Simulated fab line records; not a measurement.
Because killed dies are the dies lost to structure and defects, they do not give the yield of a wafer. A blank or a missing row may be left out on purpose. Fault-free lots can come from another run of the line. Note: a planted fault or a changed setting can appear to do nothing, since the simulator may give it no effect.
A struck lot beside a sound one -- flow rit_cmos -- 15 steps out of a route of 202
Sound: wafers L139.2, L139.4, L139.6. Struck: wafer L147.6 (left out: L147.3, L147.5 of the same lot, which were not struck); the cause appears at the end.
Each step with rows lists, per side, the tool, then ch with its chambers, then its first start. Under that, the readings that differ: sound wafers -- struck wafers -- difference of the means -- sigmas: that difference in standard deviations of wafers without a fault.
alike: readings with means less than 2 such deviations apart, plus words and numbers identical on both sides. not compared: withheld readings, readings lacking a value on some wafer, bounds such as >300 that could conceal the same value, and numbers that have no deviation in the record and whose values overlap.
A row with sigmas, a row that says differs or no value, or rows on one side alone: a step with any of these is where the two part. Numbers that have no deviation but don't overlap get no sigmas and don't part them. A reading missing from all wafers of one side parts the sides only when that side holds two or more wafers.

first, 1 step without rows for these wafers: RIT_NLDD_IMPLANT_08.
RIT_NLDD_STRIP_09: strips in O2, time 180 s.
  sound on plasma_asher-03 ch 0,1, day 4 18:52; struck on plasma_asher-04 ch 0, day 6 04:06
  alike: drypump_motor_current_A, o2_flow_sccm
  not compared: rf_hours_counter_h
RIT_NLDD_TW_MEAS_10:
  sound on film_metro-03, day 4 19:03; struck on film_metro-04, day 6 04:14
reading,sound,struck,difference,sigmas
NLDD_TW,2479 2471 2474,2510,+35,+3
then, 6 steps without rows for these wafers: RIT_PLDD_HMDS_00 (prime time 60 s); RIT_PLDD_COAT_01 (resist thk 1000 nm); RIT_PLDD_SOFTBAKE_02 (time 60 s); RIT_PLDD_EXPOSE_03 (exposes mask M8, target cd 40900 nm); RIT_PLDD_PEB_04; RIT_PLDD_DEVELOP_05 (develop time 50 s).
RIT_PLDD_OVL_MEAS_06:
  sound on overlay-01, day 4 19:57; struck on overlay-01, day 6 05:16
  alike: PLDD_OVL
then, 2 steps without rows for these wafers: RIT_PLDD_HARDBAKE_07 (time 60 s); RIT_PLDD_IMPLANT_08.
RIT_PLDD_STRIP_09: strips in O2, time 180 s.
  sound on plasma_asher-02 ch 0,1, day 4 20:22; struck on plasma_asher-04 ch 1, day 6 05:39
reading,sound,struck,difference,sigmas
o2_flow_sccm (sccm),4000 4014 4003,4785,+779,+65
  alike: drypump_motor_current_A
  not compared: rf_hours_counter_h
RIT_PLDD_TW_MEAS_10:
  sound on film_metro-03, day 4 20:32; struck on film_metro-02, day 6 05:47
reading,sound,struck,difference,sigmas
PLDD_TW,2343 2331 2344,2360,+21,+2
RIT_M1_PROBE_99:
  the record holds rows for the sound wafers here (prober-02, day 5 10:35) but none for the struck ones

WHERE THEY PART
Last at RIT_M1_PROBE_99 as far as this record goes, first at RIT_NLDD_TW_MEAS_10.

WHY: what the simulator had put in
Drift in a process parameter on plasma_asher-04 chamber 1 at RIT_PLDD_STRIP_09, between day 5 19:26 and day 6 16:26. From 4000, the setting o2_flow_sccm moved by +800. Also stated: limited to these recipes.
